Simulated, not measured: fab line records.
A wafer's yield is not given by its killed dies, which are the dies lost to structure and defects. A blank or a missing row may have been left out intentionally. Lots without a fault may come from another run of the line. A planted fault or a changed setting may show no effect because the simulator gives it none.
Which tool was responsible?    flow berkeley_cmos170    38 wafers from 13 lots sampled at 4 of the route's 331 steps

WHAT THE GAUGES READ, wafer by wafer
UCB170_CONTACT_CD_MEAS_90 targets a cd of 700 nm. Usual: cd_nm reads 699.8 nm (standard deviation 1.7).
lot   measured      on         cd_nm (nm)         flag
L580  day 6 16:59   cd_sem-01  699.9 700.5 701.0  
L582  day 7 02:41   cd_sem-02  699.6 702.9 699.5  
L581  day 7 03:13   cd_sem-02  699.6 699.6 697.7  
L584  day 7 06:44   cd_sem-02  700.2 698.0 696.1  
L585  day 7 07:18   cd_sem-02  703.8 701.1 700.9  
L583  day 7 08:34   cd_sem-01  699.0 699.4 697.4  
L592  day 10 00:46  cd_sem-02  699.9 698.4        
L595  day 10 17:44  cd_sem-01  698.9 699.0 699.4  
L598  day 11 00:08  cd_sem-01  699.9 699.5 700.1  
L600  day 11 18:01  cd_sem-01  703.3 699.6 699.3  
L601  day 11 18:30  cd_sem-01  699.6 699.9 698.4  
L602  day 11 18:47  cd_sem-01  700.3 699.2 701.1  
L603  day 12 22:04  cd_sem-01  699.0 700.4 701.6  

UCB170_V1_OVL_MEAS_13. Usual: V1_OVL -1 nm, standard deviation 6.1.
lot   measured      on          V1_OVL (nm)  flag
L580  day 7 01:58   overlay-01  3 0 -5       
L582  day 7 12:23   overlay-01  2 3 7        
L581  day 7 12:49   overlay-01  -13 -5 -2    
L584  day 7 12:59   overlay-02  -2 2 -4      
L585  day 7 18:03   overlay-02  -5 -8 -4     
L583  day 7 18:19   overlay-02  -2 1 -4      
L592  day 10 10:06  overlay-01  0 -7         
L595  day 11 06:35  overlay-02  -3 1 -3      
L598  day 11 06:43  overlay-01  -7 1 -3      
L600  day 12 04:34  overlay-01  -15 -6 -3    
L601  day 12 05:03  overlay-01  -20 -13 -5   
L602  day 12 04:42  overlay-02  2 5 0        
L603  day 13 04:22  overlay-01  6 9 -5       

UCB170_M3_THK_MEAS_03: measures by xrf. Usual: M3_AL_THK 903 nm, standard deviation 13.
lot   measured      on             M3_AL_THK (nm)  flag
L580  day 7 07:59   film_metro-04  893 893 900     
L582  day 7 18:17   film_metro-03  893 889 882     
L581  day 7 19:18   film_metro-04  910 898 905     
L584  day 7 19:45   film_metro-02  893 902 902     
L585  day 7 23:50   film_metro-02  913 901 912     
L583  day 8 00:08   film_metro-04  911 908 904     
L592  day 10 20:47  film_metro-04  887 894         
L595  day 11 12:43  film_metro-04  889 893 904     
L598  day 11 16:25  film_metro-04  895 906 895     
L600  day 12 10:59  film_metro-04  933 918 927     
L601  day 12 13:10  film_metro-02  922 906 921     
L602  day 12 12:05  film_metro-03  887 893 891     
L603  day 13 13:07  film_metro-03  888 883 896     

EACH LOT AND THE TOOL THAT RAN IT (in order: tool; ch and the chambers of the sampled wafers; start)
lot   UCB170_SPACER_CVD_00
L580  pecvd-01 ch 0,1, day 6 05:13
L582  pecvd-03 ch 0,1,2, day 6 12:11
L581  pecvd-04 ch 0,2, day 6 13:06
L584  pecvd-03 ch 1,2, day 6 17:01
L585  pecvd-04 ch 0,2, day 6 17:01
L583  pecvd-04 ch 0,1,2, day 6 17:12
L592  pecvd-03 ch 0,1, day 9 09:26
L595  pecvd-03 ch 0,2, day 9 23:10
L598  pecvd-01 ch 0,2, day 10 06:56
L600  pecvd-01 ch 0,2, day 10 19:49
L601  pecvd-04 ch 1,2, day 11 01:32
L602  pecvd-01 ch 1,2, day 11 01:47
L603  pecvd-04 ch 0,2, day 12 01:28
- UCB170_SPACER_CVD_00: deposits SiO2 from TEOS/O2, target thk 376 nm, time 47 s.

AS READ BY THE TOOLS THEMSELVES (means over the sampled wafers that have a number; for cases with no such wafer, the mark the record gives instead)
UCB170_SPACER_CVD_00. Usual: heater_power_w 266 W, standard deviation 47; susceptor_temp_C 390.01 C, standard deviation 0.24.
lot   tool      heater_power_w (W)  susceptor_temp_C (C)  flag
L580  pecvd-01  232                 390.19                
L582  pecvd-03  271                 390.15                
L581  pecvd-04  301                 389.94                
L584  pecvd-03  233                 390.01                
L585  pecvd-04  316                 390.03                
L583  pecvd-04  282                 389.64                
L592  pecvd-03  299                 390.15                
L595  pecvd-03  243                 389.76                
L598  pecvd-01  219                 390.02                
L600  pecvd-01  191                 390.17                
L601  pecvd-04  301                 390.13                
L602  pecvd-01  224                 390.01                
L603  pecvd-04  290                 390.22                

THE ANSWER, worked out from the rows above alone
Rule: take the mean of a lot's wafers that have a number; if it is more than 3 standard deviations from the usual mean, the lot is off. A lot without any number at a reading at which 4 lots or more have one is off too. The other lots that the step has rows for count as sound. After the gauges, taken in route order, come the tools' own readings; for these a lot's mean is taken, as printed above. At the first step where some lot is off, the reading lying furthest off is the one used; lots without a number count as furthest.
No lot is off at any reading shown: from this, nothing can be told.

WHAT HAD BEEN PUT IN BY THE SIMULATOR
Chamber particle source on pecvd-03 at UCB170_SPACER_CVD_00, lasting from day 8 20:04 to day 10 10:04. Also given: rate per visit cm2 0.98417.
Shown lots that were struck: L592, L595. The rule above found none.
